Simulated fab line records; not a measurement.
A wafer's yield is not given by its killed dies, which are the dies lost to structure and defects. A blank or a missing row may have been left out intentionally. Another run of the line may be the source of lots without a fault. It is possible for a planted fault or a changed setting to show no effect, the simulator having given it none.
Check of tool commonality ; flow berkeley cmos170 ; Sample size 14 lots and 42 wafers

REASON FOR OPENING
2 of 14 lots carry a flag on the reading NSD_RS at UCB170_SDANNEAL_RS_MEAS_03. Wafers without a fault read 37.30 ohm/sq, standard deviation 0.08.
Rule: flag the lot when none of its wafers has a number, or when each of its wafers that has one lies beyond 4 standard deviations from that mean. As for the other lots, they are considered sound.

lot;measured;on;NSD_RS (ohm/sq), wafer by wafer;flag
L102;day 8 06:47;film metro-01;37.20 37.17 37.21;
L101;day 8 07:27;film metro-03;37.38 37.36 37.39;
L103;day 8 19:14;film metro-02;37.27 37.25 37.31;
L105;day 8 20:05;film metro-02;37.12 37.32 37.28;
L104;day 8 20:31;film metro-03;37.32 37.16 37.21;
L106;day 9 09:18;film metro-02;37.41 37.35 37.53;
L110;day 9 19:56;film metro-02;37.28 37.33 37.32;
L109;day 9 20:26;film metro-03;37.37 37.39 37.35;
L113;day 10 12:11;film metro-01;35.64 35.51 35.60;FLAGGED
L111;day 10 12:14;film metro-02;37.34 37.49 37.37;
L112;day 10 12:57;film metro-01;35.46 35.42 35.54;FLAGGED
L116;day 11 03:42;film metro-01;37.33 37.34 37.37;
L122;day 12 08:47;film metro-02;37.25 37.27 37.30;
L121;day 12 09:38;film metro-01;37.30 37.24 37.25;
The numbers of the flagged lots are 35.53 ohm/sq on average: -1.77 ohm/sq against the usual, or -22 standard deviations.

WHICH TOOL RAN EACH LOT
Before the reading, the record contains 4 process steps out of a 331-step route. Every cell lists first the tool, next ch and the chambers used by the sampled wafers, and last the start.
lot;flag;UCB170_GATE_STRIP_16;UCB170_NSD_IMPLANT_08;UCB170_NSD_STRIP_09;UCB170_SDANNEAL_RTA_00
L102;;plasma asher-03 ch 1, day 7 12:37;implanter-01 ch 0, day 8 05:19;plasma asher-02 ch 0,1, day 8 05:28;rtp anneal-02 ch 0, day 8 06:33
L101;;plasma asher-02 ch 0,1, day 7 12:52;implanter-03 ch 0, day 8 05:38;plasma asher-03 ch 0,1, day 8 05:46;rtp anneal-01 ch 0, day 8 07:12
L103;;plasma asher-01 ch 0,1, day 8 02:44;implanter-01 ch 0, day 8 17:40;plasma asher-02 ch 0,1, day 8 17:47;rtp anneal-02 ch 0, day 8 18:58
L105;;plasma asher-03 ch 0,1, day 8 02:13;implanter-03 ch 0, day 8 18:05;plasma asher-03 ch 0,1, day 8 18:13;rtp anneal-01 ch 0, day 8 19:47
L104;;plasma asher-02 ch 0,1, day 8 02:52;implanter-01 ch 0, day 8 18:37;plasma asher-01 ch 0,1, day 8 18:46;rtp anneal-01 ch 0, day 8 20:17
L106;;plasma asher-01 ch 0,1, day 8 18:00;implanter-01 ch 0, day 9 07:32;plasma asher-02 ch 0,1, day 9 07:41;rtp anneal-02 ch 0, day 9 09:04
L110;;plasma asher-01 ch 0,1, day 9 04:10;implanter-01 ch 0, day 9 18:29;plasma asher-03 ch 0,1, day 9 18:38;rtp anneal-01 ch 0, day 9 19:41
L109;;plasma asher-02 ch 0,1, day 9 04:35;implanter-02 ch 0, day 9 18:55;plasma asher-01 ch 0, day 9 19:02;rtp anneal-01 ch 0, day 9 20:11
L113;FLAGGED;plasma asher-01 ch 0,1, day 9 21:19;implanter-01 ch 0, day 10 09:52;plasma asher-02 ch 0,1, day 10 10:01;rtp anneal-02 ch 0, day 10 11:49
L111;;plasma asher-03 ch 0,1, day 9 21:42;implanter-02 ch 0, day 10 10:30;plasma asher-02 ch 0,1, day 10 10:39;rtp anneal-01 ch 0, day 10 11:59
L112;FLAGGED;plasma asher-02 ch 0,1, day 9 21:28;implanter-01 ch 0, day 10 11:12;plasma asher-01 ch 0,1, day 10 11:20;rtp anneal-02 ch 0, day 10 12:33
L116;;plasma asher-01 ch 0,1, day 10 11:54;implanter-02 ch 0, day 11 02:07;plasma asher-02 ch 0,1, day 11 02:16;rtp anneal-02 ch 0, day 11 03:27
L122;;plasma asher-02 ch 0, day 11 16:07;implanter-03 ch 0, day 12 06:26;plasma asher-02 ch 0,1, day 12 06:35;rtp anneal-02 ch 0, day 12 08:32
L121;;plasma asher-01 ch 0,1, day 11 15:50;implanter-03 ch 0, day 12 07:10;plasma asher-01 ch 0,1, day 12 07:17;rtp anneal-02 ch 0, day 12 09:23
What these steps do:
- UCB170_GATE_STRIP_16: strips in O2.
- UCB170_NSD_IMPLANT_08
- UCB170_NSD_STRIP_09: strips in O2.
- UCB170_SDANNEAL_RTA_00: time 10 s.
- UCB170_SDANNEAL_RS_MEAS_03: measures by four-point-probe.

FLAGGED OVER TOTAL, TOOL BY TOOL (the gauges that took the reading come last)
step;tool;lots run;flagged;share of the flagged lots;sound lots run after its first flagged lot
UCB170_GATE_STRIP_16;plasma asher-01;6;1;some;2 (L116,L121)
UCB170_GATE_STRIP_16;plasma asher-02;5;1;some;1 (L122)
UCB170_GATE_STRIP_16;plasma asher-03;3;0;none;-
UCB170_NSD_IMPLANT_08;implanter-01;7;2;all;0
UCB170_NSD_IMPLANT_08;implanter-02;3;0;none;-
UCB170_NSD_IMPLANT_08;implanter-03;4;0;none;-
UCB170_NSD_STRIP_09;plasma asher-01;4;1;some;1 (L121)
UCB170_NSD_STRIP_09;plasma asher-02;7;1;some;3 (L111,L116,L122)
UCB170_NSD_STRIP_09;plasma asher-03;3;0;none;-
UCB170_SDANNEAL_RTA_00;rtp anneal-01;6;0;none;-
UCB170_SDANNEAL_RTA_00;rtp anneal-02;8;2;all;3 (L116,L122,L121)
UCB170_SDANNEAL_RS_MEAS_03;film metro-01;5;2;all;2 (L116,L121)
UCB170_SDANNEAL_RS_MEAS_03;film metro-02;6;0;none;-
UCB170_SDANNEAL_RS_MEAS_03;film metro-03;3;0;none;-

THE TABLE: WHAT IT ALLOWS
In the table, 3 rows ran each flagged lot (implanter-01 at UCB170_NSD_IMPLANT_08; rtp anneal-02 at UCB170_SDANNEAL_RTA_00; film metro-01 at UCB170_SDANNEAL_RS_MEAS_03).
- implanter-01 at UCB170_NSD_IMPLANT_08 ran 7 lots, 2 of them flagged. It ran its last sound lot, L110, at day 9 18:29 and its first flagged lot, L113, at day 10 09:52: a fault with its onset between the two fits. Its own readings lie more than 4 standard deviations out on every wafer of the flagged lots: dose ions cm2, faraday current uA.
- rtp anneal-02 at UCB170_SDANNEAL_RTA_00 ran 8 lots, 2 of them flagged. Sound lots ran on it after the first flagged one (L116, L122, L121), which a lasting fault on the whole tool wouldn't allow.
- film metro-01 at UCB170_SDANNEAL_RS_MEAS_03 ran 5 lots, 2 of them flagged. Sound lots ran on it after the first flagged one (L116, L121), which a lasting fault on the whole tool wouldn't allow.
What remains is a single tool, implanter-01 at UCB170_NSD_IMPLANT_08.

WHAT THE SIMULATOR PUT IN
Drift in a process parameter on implanter-01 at UCB170_NSD_IMPLANT_08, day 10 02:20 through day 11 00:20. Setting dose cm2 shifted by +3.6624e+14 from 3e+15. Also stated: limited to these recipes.
Lots struck among those shown: L113, L112. The rule given above showed the same thing.
